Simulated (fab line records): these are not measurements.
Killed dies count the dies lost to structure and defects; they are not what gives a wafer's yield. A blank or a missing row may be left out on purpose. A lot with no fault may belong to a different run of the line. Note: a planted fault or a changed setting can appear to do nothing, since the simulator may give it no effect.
Chamber matching + flow berkeley-cmos170 + UCB170_SPACER_CVD_00 on pecvd-01 has 3 sister chambers
The step deposits SiO2 from TEOS/O2, target thk 376 nm, time 47 s. 14 wafers are shown with their chamber, then 7 later ones without.

== WAFERS, EACH WITH ITS CHAMBER ==
| wafer  | chamber | heater-power-w (W) | rf-fwd-power-W (W) |
|--------|---------|--------------------|--------------------|
| L296.1 | 0       | 142                | 543.4              |
| L296.2 | 1       | 245                | 544.6              |
| L296.4 | 1       | 172                | 542.5              |
| L297.2 | 1       | 174                | 544.9              |
| L297.5 | 2       | 296                | 547.5              |
| L297.6 | 1       | 191                | 543.7              |
| L302.1 | 2       | 242                | 545.0              |
| L302.3 | 0       | 185                | 542.8              |
| L302.4 | 2       | 263                | 544.7              |
| L310.1 | 0       | 140                | 547.1              |
| L310.2 | 2       | 301                | 545.2              |
| L310.5 | 2       | 307                | 544.7              |
| L313.4 | 2       | 219                | 544.1              |
| L313.5 | 1       | 236                | 546.6              |

SIGNATURES (averages over the wafers above)
| reading        | chamber 0 | chamber 1 | chamber 2 | scatter within a chamber |
|----------------|-----------|-----------|-----------|--------------------------|
| heater-power-w | 155.67    | 203.60    | 271.33    | 33.7                     |
| rf-fwd-power-W | 544.433   | 544.460   | 545.200   | 1.57                     |
Rule: for a wafer and a chamber, the distance is found by dividing, reading by reading, the gap between the wafer's reading and the chamber's mean by the reading's scatter, squaring, summing and taking the root. If the next closest chamber is less than 2 further off than the closest, the wafer can't be placed; otherwise it belongs to the closest. The scatter: the root of (the sum of the squares of (reading less its chamber's mean) over the shown wafers, divided by (wafers less chambers)).

== WAFERS WITHOUT THEIR CHAMBER ==
| wafer  | heater-power-w (W) | rf-fwd-power-W (W) |
|--------|--------------------|--------------------|
| L313.6 | 250                | 544.0              |
| L314.3 | 224                | 548.2              |
| L314.5 | 260                | 541.7              |
| L314.6 | 247                | 548.1              |
| L318.2 | 301                | 547.3              |
| L318.5 | 311                | 549.7              |
| L318.6 | 199                | 545.0              |

== WHICH CHAMBER EACH ONE RAN IN ==
| wafer  | from the rows above          | in truth |
|--------|------------------------------|----------|
| L313.6 | can't be placed: 2 or 1 or 0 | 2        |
| L314.3 | can't be placed: 2 or 1 or 0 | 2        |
| L314.5 | can't be placed: 2 or 1 or 0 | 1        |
| L314.6 | can't be placed: 2 or 1 or 0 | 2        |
| L318.2 | can't be placed: 2 or 1      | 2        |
| L318.5 | can't be placed: 2 or 1      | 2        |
| L318.6 | can't be placed: 1 or 0 or 2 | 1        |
Correctly placed: 0 of 7. From these rows, 7 cannot be placed; in 7 the true chamber is one of the candidates. Number placed wrongly: 0.
